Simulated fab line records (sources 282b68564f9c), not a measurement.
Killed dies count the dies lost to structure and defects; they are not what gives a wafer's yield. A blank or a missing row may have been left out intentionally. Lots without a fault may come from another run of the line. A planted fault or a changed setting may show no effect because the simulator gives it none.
One fault through the eyes of 2 desks -- flow ritCmos -- what lay behind the numbers comes last; until then each desk has only its own

FROM THE METROLOGY DESK
What the gauges read, lot by lot, whatever tool the lot ran on: means of the sampled wafers that have a number. Marked OUT: a lot whose mean sits more than 4 standard deviations from the usual mean, which makes it out of limits; the brackets give that distance. Readings shown: 7 of its 10, picked as those furthest out on some lot.
Columns: A = PLDD_TW at RIT_PLDD_TW_MEAS_10, usual 2344; B = SPACER_NITRIDE_THK at RIT_SPACER_THK_MEAS_04, usual 249.3 nm; C = NSD_TW at RIT_NSD_TW_MEAS_10, usual 3109; D = PSD_OVL at RIT_PSD_OVL_MEAS_06, usual 1.1 nm; E = PSD_TW at RIT_PSD_TW_MEAS_10, usual 3414; F = PSD_RS at RIT_SDANNEAL_RS_MEAS_04, usual 116.09 ohm/sq; G = PLDD_RS at RIT_SDANNEAL_RS_MEAS_06, usual 179.0 ohm/sq
lot,first seen here,A,B,C,D,E,F,G
L246,day 3 09:09,2353,249.8,3103,1.3,3409,115.54,178.4
L247,day 3 15:32,2318,253.4,3082,2.4,3437,116.00,179.1
L259,day 5 22:37,2332,246.9,3125,0.4,3427,116.12,178.8
L260,day 6 04:27,2351,246.3,3118,4.0,3445,116.16,179.5
L261,day 6 07:47,2357,251.1,3122,0.5,3429,115.90,178.4
L268,day 7 20:37,2355,244.7,3128,1.8,3398,115.85,179.0
This desk's verdict: no lot among the 6 shows anything out of limits.

TOOL OWNER'S DESK, rieDiel-04
The tool's own readings at RIT_SPACER_ETCHBACK_05 (etches Si3N4 in SF6/CHF3, stops on SiO2, target depth 250 nm, time 240 s): means of the sampled wafers that have a number, for each lot that ran on this tool. Marked OUT: a lot whose mean sits more than 4 standard deviations from the usual mean, which makes it out of limits; the brackets give that distance.
Columns: A = chamberPressureMTorr at RIT_SPACER_ETCHBACK_05, usual 40.00 mTorr; B = drypumpMotorCurrentA at RIT_SPACER_ETCHBACK_05, usual 5.6 A; C = oesProductAu at RIT_SPACER_ETCHBACK_05, usual 0.849 a.u.; D = rfFwdPowerW at RIT_SPACER_ETCHBACK_05, usual 249.2 W; E = throttleValvePct at RIT_SPACER_ETCHBACK_05, usual 10.19 %
lot,first seen here,A,B,C,D,E
L247,day 3 18:27,39.99,5.4,0.855,248.3,10.01
L259,day 6 02:33,40.03,5.4,0.854,373.8 (+99 or more) OUT,10.04
L260,day 6 07:23,40.05,5.8,0.835,374.2 (+99 or more) OUT,9.98
This desk finds L259, L260 out of limits, L259 being first, at day 6 02:33 (rfFwdPowerW at RIT_SPACER_ETCHBACK_05). In limits: L247.

ALL TOGETHER
The tool owner's desk could have raised an alarm at day 6 02:33, on L259, L260.
Metrology desk: nothing out of limits seen.
The metrology desk has L259, L260 on record, within its limits.
Of the lots named, all ran RIT_SPACER_ETCHBACK_05 on rieDiel-04.

WHAT THE SIMULATOR PUT IN
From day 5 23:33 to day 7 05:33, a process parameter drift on rieDiel-04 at RIT_SPACER_ETCHBACK_05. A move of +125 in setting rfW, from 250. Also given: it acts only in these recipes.
Lots struck among those shown: L259, L260.
How many hours passed from the start of the fault until each desk's first out-of-limits reading: the tool owner's desk, 3.
